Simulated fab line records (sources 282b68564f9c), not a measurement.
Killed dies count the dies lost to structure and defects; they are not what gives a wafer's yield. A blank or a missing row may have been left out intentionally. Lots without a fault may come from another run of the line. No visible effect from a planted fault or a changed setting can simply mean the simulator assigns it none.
What tool caused it? + flow rit_cmos + 14 lots with 42 wafers sampled at 3 steps, on a route of 202 steps

== WHAT THE GAUGES READ, wafer by wafer ==
RIT_PLDD_OVL_MEAS_06. Usual: PLDD_OVL gives -0.4 nm (standard deviation 1.3).
| lot  | measured    | on         | PLDD_OVL (nm)  | flag |
|------|-------------|------------|----------------|------|
| L714 | day 2 20:53 | overlay-02 | -1.4 -0.7 -3.4 |      |
| L715 | day 3 00:13 | overlay-02 | -1.3 0.7 -1.6  |      |
| L716 | day 3 04:58 | overlay-02 | -1.5 -1.8 -1.6 |      |
| L717 | day 3 11:49 | overlay-01 | 1.4 1.4 1.1    |      |
| L719 | day 3 21:34 | overlay-02 | -3.0 -2.4 -3.3 |      |
| L720 | day 4 02:13 | overlay-02 | -0.4 0.2 -0.3  |      |
| L721 | day 4 06:21 | overlay-01 | -1.0 1.1 0.6   |      |
| L723 | day 4 15:58 | overlay-02 | -1.3 0.0 1.0   |      |
| L726 | day 5 07:29 | overlay-02 | -3.0 1.6 0.2   |      |
| L730 | day 6 05:25 | overlay-01 | -1.9 -0.3 -1.1 |      |
| L733 | day 6 22:01 | overlay-01 | -1.3 0.9 0.3   |      |
| L734 | day 7 00:26 | overlay-01 | -0.4 -1.1 -0.9 |      |
| L735 | day 7 04:26 | overlay-02 | -0.1 -1.5 -1.3 |      |
| L736 | day 7 09:44 | overlay-02 | -2.7 -0.7 0.0  |      |

RIT_SDANNEAL_RS_MEAS_04: measures by four-point-probe. Usual: PSD_RS gives 115.92 ohm/sq (standard deviation 0.26).
| lot  | measured    | on            | PSD_RS (ohm/sq)                           | flag |
|------|-------------|---------------|-------------------------------------------|------|
| L714 | day 3 03:54 | film_metro-01 | 116.17 116.17 116.03                      |      |
| L715 | day 3 06:43 | film_metro-01 | 116.01 116.12 116.16                      |      |
| L716 | day 3 12:20 | film_metro-02 | 116.42 116.23 116.19                      |      |
| L717 | day 3 18:24 | film_metro-03 | 116.35 116.39 116.59                      |      |
| L719 | day 4 04:55 | film_metro-02 | 116.08 116.39 116.08                      |      |
| L720 | day 4 09:50 | film_metro-01 | 115.87 115.78 115.88                      |      |
| L721 | day 4 15:14 | film_metro-01 | 120.61 120.43 120.66 120.27 120.42 120.61 | OFF  |
| L723 | day 4 22:31 | film_metro-01 | 120.27 120.92 120.47 120.08 120.18 120.36 | OFF  |
| L726 | day 5 14:52 | film_metro-01 | 115.63 115.58 115.88                      |      |
| L730 | day 6 11:55 | film_metro-03 | 115.80 115.67 116.00                      |      |
| L733 | day 7 04:30 | film_metro-03 | 115.76 115.53 115.55                      |      |
| L734 | day 7 06:47 | film_metro-02 | 115.87 116.14 115.85                      |      |
| L735 | day 7 10:55 | film_metro-01 | 115.80 115.51 115.69                      |      |
| L736 | day 7 16:14 | film_metro-03 | 115.94 115.69 115.56                      |      |

== WHICH TOOL RAN EACH LOT (tool, then ch and the chambers of the sampled wafers, then the start) ==
| lot  | RIT_PSD_IMPLANT_08             |
|------|--------------------------------|
| L714 | implanter-01 ch 0, day 3 03:06 |
| L715 | implanter-03 ch 0, day 3 05:55 |
| L716 | implanter-02 ch 0, day 3 11:32 |
| L717 | implanter-01 ch 0, day 3 17:35 |
| L719 | implanter-01 ch 0, day 4 04:04 |
| L720 | implanter-01 ch 0, day 4 09:01 |
| L721 | implanter-03 ch 0, day 4 14:26 |
| L723 | implanter-03 ch 0, day 4 21:40 |
| L726 | implanter-01 ch 0, day 5 14:04 |
| L730 | implanter-01 ch 0, day 6 11:07 |
| L733 | implanter-01 ch 0, day 7 03:42 |
| L734 | implanter-01 ch 0, day 7 05:58 |
| L735 | implanter-03 ch 0, day 7 10:07 |
| L736 | implanter-03 ch 0, day 7 15:26 |
- RIT_PSD_IMPLANT_08

== WHAT THE TOOLS THEMSELVES READ (means of the sampled wafers that have a number; where no wafer has one, the mark that the record gives instead) ==
RIT_PSD_IMPLANT_08. Usual: tilt_deg 7.001 degrees, standard deviation 0.02.
| lot  | tool         | tilt_deg (degrees) | flag |
|------|--------------|--------------------|------|
| L714 | implanter-01 | 7.010              |      |
| L715 | implanter-03 | 6.987              |      |
| L716 | implanter-02 | 6.998              |      |
| L717 | implanter-01 | 7.013              |      |
| L719 | implanter-01 | 7.014              |      |
| L720 | implanter-01 | 6.990              |      |
| L721 | implanter-03 | 3.019              | OFF  |
| L723 | implanter-03 | 2.978              | OFF  |
| L726 | implanter-01 | 6.993              |      |
| L730 | implanter-01 | 6.982              |      |
| L733 | implanter-01 | 7.006              |      |
| L734 | implanter-01 | 6.993              |      |
| L735 | implanter-03 | 6.987              |      |
| L736 | implanter-03 | 7.005              |      |

== THE ANSWER, worked out from the rows above alone ==
Rule: a lot counts as off when the mean over its wafers that have a number is more than 3 standard deviations away from the usual mean. Also off: a lot with no number at a reading for which 4 or more lots have one. The other lots that the step has rows for count as sound. After the gauges, taken in route order, come the tools' own readings; for these a lot's mean is taken, as printed above. At the first step where some lot is off, the reading lying furthest off is the one used; lots without a number count as furthest.
Off: L721, L723, seen at RIT_SDANNEAL_RS_MEAS_04 (PSD_RS).
A tool fits if, at a process step before that reading, it ran every lot that is off, and no sound lot after the first of them. The gauges at RIT_SDANNEAL_RS_MEAS_04 aren't tried: what is off there is off at RIT_PSD_IMPLANT_08 too, on other tools, and a gauge's error can't cause that. None of those tried fits.

== WHAT THE SIMULATOR HAD INSERTED ==
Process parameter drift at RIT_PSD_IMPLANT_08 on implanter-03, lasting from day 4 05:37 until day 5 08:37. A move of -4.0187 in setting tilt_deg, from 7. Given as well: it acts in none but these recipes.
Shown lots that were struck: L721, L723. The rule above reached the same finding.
